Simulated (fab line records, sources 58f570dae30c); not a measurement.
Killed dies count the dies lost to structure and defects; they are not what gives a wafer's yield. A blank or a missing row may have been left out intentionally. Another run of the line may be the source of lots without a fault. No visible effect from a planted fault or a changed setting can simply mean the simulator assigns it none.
Chamber matching	flow berkeley-cmos170	4 sister chambers for UCB170_M1_ETCH_11 on rie-diel-02
The step etches BARC in N2/H2. 18 wafers are shown with their chamber, then 8 later ones without.

## WAFERS, EACH WITH ITS CHAMBER
wafer	chamber	throttle-valve-pct (%)	drypump-motor-current-A (A)	oes-product-au (a.u.)
L635.1	0	13.33	6.8	1.015
L635.3	3	13.05	6.0	1.008
L635.5	2	13.44	5.7	1.008
L637.1	3	13.05	6.0	1.009
L637.2	0	13.32	6.7	1.019
L637.5	2	13.43	5.7	1.000
L639.1	0	13.32	6.8	1.031
L639.4	3	13.06	6.0	1.011
L639.5	1	13.47	5.4	0.992
L646.1	0	13.33	6.7	1.027
L646.2	3	13.05	6.0	1.002
L646.6	0	13.34	6.7	1.020
L647.4	3	13.05	6.0	1.013
L647.5	0	13.33	6.8	1.021
L647.6	1	13.47	5.4	0.991
L645.1	1	13.47	5.4	0.978
L645.5	0	13.32	6.7	1.007
L650.2	0	13.33	6.8	1.021

SIGNATURES (averages over the wafers above)
reading	chamber 0	chamber 1	chamber 2	chamber 3	scatter within a chamber
throttle-valve-pct	13.3275	13.4700	13.4350	13.0520	0.00586
drypump-motor-current-A	6.750	5.400	5.700	6.000	0.0378
oes-product-au	1.02012	0.98700	1.00400	1.00860	0.00649
Rule: a wafer lies at a distance from a chamber equal to the root of the sum of squares, over the readings, of (its reading less the chamber's mean, divided by the reading's scatter). The wafer belongs to the nearest chamber; if the next one is less than 2 further off, it can't be placed. The scatter is the square root of a quotient: the sum, over the shown wafers, of each reading's squared deviation from its chamber's mean, divided by wafers minus chambers.

## WAFERS MISSING THEIR CHAMBER
wafer	throttle-valve-pct (%)	drypump-motor-current-A (A)	oes-product-au (a.u.)
L650.4	13.48	5.4	0.982
L650.6	13.32	6.8	1.021
L655.2	13.07	6.0	0.998
L655.4	13.33	6.8	1.022
L655.6	13.48	5.4	0.989
L658.2	13.33	6.8	1.021
L658.4	13.30	6.8	1.027
L658.6	13.47	5.4	0.990

## WHICH CHAMBER EACH WENT THROUGH
wafer	from the rows above	in truth
L650.4	1	1
L650.6	0	0
L655.2	3	3
L655.4	0	0
L655.6	1	1
L658.2	0	0
L658.4	0	0
L658.6	1	1
Correctly placed: 8 of 8. Left unplaced by these rows: 0. Wrongly placed: 0.
